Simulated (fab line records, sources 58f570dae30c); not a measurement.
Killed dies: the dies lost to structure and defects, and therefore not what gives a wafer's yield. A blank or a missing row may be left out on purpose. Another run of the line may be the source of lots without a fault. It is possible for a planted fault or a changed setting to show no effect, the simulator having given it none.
The tool behind it: which one? :: flow berkeley-cmos170 :: Sampling: 7 lots, 21 wafers, 3 of 331 route steps

WHAT THE GAUGES SHOWED, per wafer
UCB170_M3_RS_MEAS_02: uses a four-point probe to measure.
lot: L555
measured: day 9 01:11
on: film-metro-02
M3_AL_RS (ohm/sq): 0.0320 0.0318 0.0317

lot: L557
measured: day 9 08:50
on: film-metro-01
M3_AL_RS (ohm/sq): 0.0321 0.0322 0.0319

lot: L561
measured: day 10 06:53
on: film-metro-02
M3_AL_RS (ohm/sq): 0.0321 0.0324 0.0322

lot: L560
measured: day 10 10:20
on: film-metro-02
M3_AL_RS (ohm/sq): 0.0323 0.0327 0.0325

lot: L563
measured: day 11 02:31
on: film-metro-03
M3_AL_RS (ohm/sq): 0.0319 0.0319 0.0320

lot: L570
measured: day 13 07:31
on: film-metro-03
M3_AL_RS (ohm/sq): 0.0339 0.0340 0.0337

lot: L577
measured: day 13 19:08
on: film-metro-03
M3_AL_RS (ohm/sq): 0.0326 0.0325 0.0325

WHAT TOOL EACH LOT RAN ON (gives the tool, then ch and the chambers of the sampled wafers, and finally the start)
lot: L555
UCB170_M2_SPUTTER_01: pvd-sputter-04, day 8 19:27
UCB170_M3_SPUTTER_01: pvd-sputter-03, day 9 01:05

lot: L557
UCB170_M2_SPUTTER_01: pvd-sputter-02, day 9 00:29
UCB170_M3_SPUTTER_01: pvd-sputter-03, day 9 08:45

lot: L561
UCB170_M2_SPUTTER_01: pvd-sputter-03, day 9 21:45
UCB170_M3_SPUTTER_01: pvd-sputter-04, day 10 06:48

lot: L560
UCB170_M2_SPUTTER_01: pvd-sputter-04, day 10 03:23
UCB170_M3_SPUTTER_01: pvd-sputter-01, day 10 10:11

lot: L563
UCB170_M2_SPUTTER_01: pvd-sputter-02, day 10 21:23
UCB170_M3_SPUTTER_01: pvd-sputter-04, day 11 02:23

lot: L570
UCB170_M2_SPUTTER_01: pvd-sputter-03, day 13 00:36
UCB170_M3_SPUTTER_01: pvd-sputter-03, day 13 07:26

lot: L577
UCB170_M2_SPUTTER_01: pvd-sputter-03, day 13 13:19
UCB170_M3_SPUTTER_01: pvd-sputter-04, day 13 19:04
- UCB170_M2_SPUTTER_01: material Al, target thk 900 nm, time 120 s.
- UCB170_M3_SPUTTER_01: material Al, target thk 900 nm, time 120 s.

THE ANSWER, worked out from the rows above alone
Rule: what is usual is taken from the lots themselves. Put in order of their means at a reading, lots are off if they are a third of the lots or fewer, leave a main group of 4 or more, and stand apart from it by a gap of 3 or more times the standard deviation of the main group's means; of several such gaps the widest counts. A main group is skipped when, at the precision printed for the reading in the tables above, its means are all equal. A lot without any number at a reading at which 4 lots or more have one is off too. All remaining lots with rows at the step are treated as sound.
Off: L570, seen at UCB170_M3_RS_MEAS_02 (M3_AL_RS). Mean 0.0322 ohm/sq and standard deviation 0.00027 in the main group.
If a tool, at a process step before that reading, ran all the lots that are off and no sound lot after the first of them, it fits. Those tools and the gauges at UCB170_M3_RS_MEAS_02 are tried in the same way. One fits: UCB170_M3_SPUTTER_01 on pvd-sputter-03. Its last sound lot is L557 (day 9 08:45), its first lot that is off L570 (day 13 07:26): a fault that began between those two fits.

WHAT THE SIMULATOR HAD INSERTED
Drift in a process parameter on pvd-sputter-03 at UCB170_M3_SPUTTER_01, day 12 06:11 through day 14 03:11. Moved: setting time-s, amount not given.
Shown lots that were struck: L570. The rule above found the same.
